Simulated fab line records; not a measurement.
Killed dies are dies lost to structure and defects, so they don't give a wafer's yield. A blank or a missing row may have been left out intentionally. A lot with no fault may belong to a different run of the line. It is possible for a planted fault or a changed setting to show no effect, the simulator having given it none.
The tool behind it: which one? + flow berkeley-cmos170 + 14 lots, 42 wafers sampled, at 5 steps of a route of 331

## WHAT EACH GAUGE READ, for each wafer
UCB170_PVT_OVL_MEAS_06.
| lot  | measured     | on         | PVT_OVL (nm) |
|------|--------------|------------|--------------|
| L982 | day 6 15:35  | overlay-01 | 1 2 2        |
| L983 | day 7 09:31  | overlay-01 | -9 -7 -1     |
| L984 | day 7 09:47  | overlay-01 | -4 0 -4      |
| L986 | day 7 23:34  | overlay-01 | 5 4 3        |
| L985 | day 8 00:08  | overlay-02 | -8 -1 -6     |
| L988 | day 8 05:16  | overlay-01 | -6 -13 -8    |
| L989 | day 8 05:32  | overlay-01 | 6 1 -2       |
| L993 | day 9 10:52  | overlay-02 | -2 0 -3      |
| L992 | day 9 11:09  | overlay-02 | 2 1 -1       |
| L995 | day 10 05:59 | overlay-02 | 6 7 -1       |
| L997 | day 10 11:40 | overlay-02 | -1 5 -6      |
| L100 | day 10 12:13 | overlay-02 | -10 -12 -4   |
| L102 | day 10 19:05 | overlay-01 | 0 7 -7       |
| L104 | day 11 17:27 | overlay-01 | -1 -6 -1     |

UCB170_GATE_CD_MEAS_90: the cd target is 350 nm.
| lot  | measured     | on        | cd-nm (nm)        |
|------|--------------|-----------|-------------------|
| L982 | day 7 10:53  | cd-sem-01 | 350.5 351.0 352.8 |
| L983 | day 8 03:13  | cd-sem-02 | 349.2 349.9 349.5 |
| L984 | day 8 03:35  | cd-sem-01 | 349.6 352.6 350.0 |
| L986 | day 8 17:50  | cd-sem-02 | 354.2 353.5 354.4 |
| L985 | day 8 18:07  | cd-sem-02 | 346.2 347.4 348.4 |
| L988 | day 8 23:21  | cd-sem-02 | 351.5 351.9 350.9 |
| L989 | day 8 23:35  | cd-sem-01 | 350.1 349.1 348.0 |
| L993 | day 10 02:43 | cd-sem-01 | 349.2 351.1 349.0 |
| L992 | day 10 02:30 | cd-sem-01 | 349.9 351.3 350.4 |
| L995 | day 11 00:08 | cd-sem-02 | 351.6 350.1 349.7 |
| L997 | day 11 04:43 | cd-sem-01 | 349.3 349.8 351.7 |
| L100 | day 11 04:58 | cd-sem-01 | 351.8 349.3 350.4 |
| L102 | day 11 12:00 | cd-sem-02 | 350.7 350.1 350.5 |
| L104 | day 12 15:16 | cd-sem-01 | 348.3 350.8 351.3 |

UCB170_PLDD_OVL_MEAS_07.
| lot  | measured     | on         | PLDD_OVL (nm) |
|------|--------------|------------|---------------|
| L982 | day 7 13:10  | overlay-01 | -1 -2 -2      |
| L983 | day 8 04:39  | overlay-01 | -2 -2 -4      |
| L984 | day 8 05:22  | overlay-01 | -1 1 0        |
| L986 | day 8 19:19  | overlay-02 | 3 5 -1        |
| L985 | day 8 20:08  | overlay-02 | 12 4 0        |
| L988 | day 9 00:36  | overlay-01 | 6 9 7         |
| L989 | day 9 00:58  | overlay-02 | -9 -6 -10     |
| L993 | day 10 04:32 | overlay-02 | -2 -1 -1      |
| L992 | day 10 04:00 | overlay-02 | 3 7 12        |
| L995 | day 11 01:29 | overlay-02 | -4 -5 -1      |
| L997 | day 11 06:06 | overlay-01 | -4 -9 -9      |
| L100 | day 11 06:21 | overlay-02 | 7 -4 -5       |
| L102 | day 11 13:48 | overlay-02 | 8 1 1         |
| L104 | day 12 17:12 | overlay-01 | 2 11 2        |

UCB170_M1_CD_MEAS_09: the cd target is 700 nm.
| lot  | measured     | on        | cd-nm (nm)        |
|------|--------------|-----------|-------------------|
| L982 | day 8 18:52  | cd-sem-02 | 699.3 699.9 700.1 |
| L983 | day 9 04:05  | cd-sem-01 | 698.4 700.3 698.8 |
| L984 | day 9 04:43  | cd-sem-02 | 700.0 700.7 700.7 |
| L986 | day 9 18:56  | cd-sem-02 | 701.8 699.6 701.3 |
| L985 | day 9 19:50  | cd-sem-01 | 698.7 699.9 699.6 |
| L988 | day 9 20:32  | cd-sem-01 | 698.7 697.7 697.1 |
| L989 | day 9 20:41  | cd-sem-01 | 703.5 702.3 704.4 |
| L993 | day 11 03:53 | cd-sem-01 | 698.4 701.2 700.6 |
| L992 | day 11 05:10 | cd-sem-01 | 699.6 700.1 698.9 |
| L995 | day 12 01:23 | cd-sem-01 | 675.9 676.3 675.7 |
| L997 | day 11 23:20 | cd-sem-02 | 677.9 678.0 678.4 |
| L100 | day 12 05:25 | cd-sem-02 | 698.0 697.4 697.5 |
| L102 | day 12 13:25 | cd-sem-02 | 700.7 701.2 701.8 |
| L104 | day 13 18:24 | cd-sem-02 | 701.1 701.7 700.7 |

## WHICH TOOL RAN EACH LOT (tool, then ch and the chambers of the sampled wafers, then the start)
| lot  | UCB170_M1_COAT_04                 |
|------|-----------------------------------|
| L982 | litho-track-01 ch 0, day 8 17:00  |
| L983 | litho-track-04 ch 0, day 9 03:00  |
| L984 | litho-track-03 ch 0, day 9 03:00  |
| L986 | litho-track-03 ch 0, day 9 17:00  |
| L985 | litho-track-04 ch 0, day 9 19:00  |
| L988 | litho-track-01 ch 0, day 9 19:00  |
| L989 | litho-track-04 ch 0, day 9 19:00  |
| L993 | litho-track-04 ch 0, day 11 03:00 |
| L992 | litho-track-01 ch 0, day 11 04:00 |
| L995 | litho-track-03 ch 0, day 12 00:00 |
| L997 | litho-track-03 ch 0, day 11 22:00 |
| L100 | litho-track-01 ch 0, day 12 04:00 |
| L102 | litho-track-01 ch 0, day 12 12:00 |
| L104 | litho-track-04 ch 0, day 13 17:00 |
- UCB170_M1_COAT_04: resist thk 900 nm.

## WHAT THE TOOLS THEMSELVES READ (means of the sampled wafers that have a number; where no wafer has one, the mark that the record gives instead)
UCB170_M1_COAT_04.
| lot  | tool           | chill-plate-temp-C (C) |
|------|----------------|------------------------|
| L982 | litho-track-01 | 22.99                  |
| L983 | litho-track-04 | 23.15                  |
| L984 | litho-track-03 | 22.82                  |
| L986 | litho-track-03 | 23.12                  |
| L985 | litho-track-04 | 23.00                  |
| L988 | litho-track-01 | 22.98                  |
| L989 | litho-track-04 | 22.88                  |
| L993 | litho-track-04 | 22.95                  |
| L992 | litho-track-01 | 23.05                  |
| L995 | litho-track-03 | 22.84                  |
| L997 | litho-track-03 | 23.07                  |
| L100 | litho-track-01 | 23.05                  |
| L102 | litho-track-01 | 22.95                  |
| L104 | litho-track-04 | 22.99                  |

## THE ANSWER, worked out from the rows above alone
Rule: the lots themselves supply what counts as usual. Put in order of their means at a reading, lots are off if they are a third of the lots or fewer, leave a main group of 4 or more, and stand apart from it by a gap of 3 or more times the standard deviation of the main group's means; of several such gaps the widest counts. Not used: any main group whose means are identical at the precision the tables above print for the reading. A lot without any number at a reading at which 4 lots or more have one is off too. The other lots that the step has rows for count as sound. After the gauges, taken in route order, come the tools' own readings; for these a lot's mean is taken, as printed above. At the first step where some lot is off, the reading lying furthest off is the one used; lots without a number count as furthest.
Off: L995, L997, at UCB170_M1_CD_MEAS_09 (cd-nm). Mean 700.0 nm and standard deviation 1.5 in the main group.
A tool fits if, at a process step before that reading, it ran every lot that is off, and no sound lot after the first of them. The gauges at UCB170_M1_CD_MEAS_09 are tried like those tools. One fits: litho-track-03 at UCB170_M1_COAT_04. Its last sound lot is L986 (day 9 17:00), its first lot that is off L997 (day 11 22:00): a fault that began between those two fits.

## WHAT HAD BEEN PUT IN BY THE SIMULATOR
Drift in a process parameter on litho-track-03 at UCB170_M1_COAT_04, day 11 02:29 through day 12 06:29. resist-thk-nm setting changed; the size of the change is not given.
Struck lots among those shown: L995, L997. The same result came from the rule above.
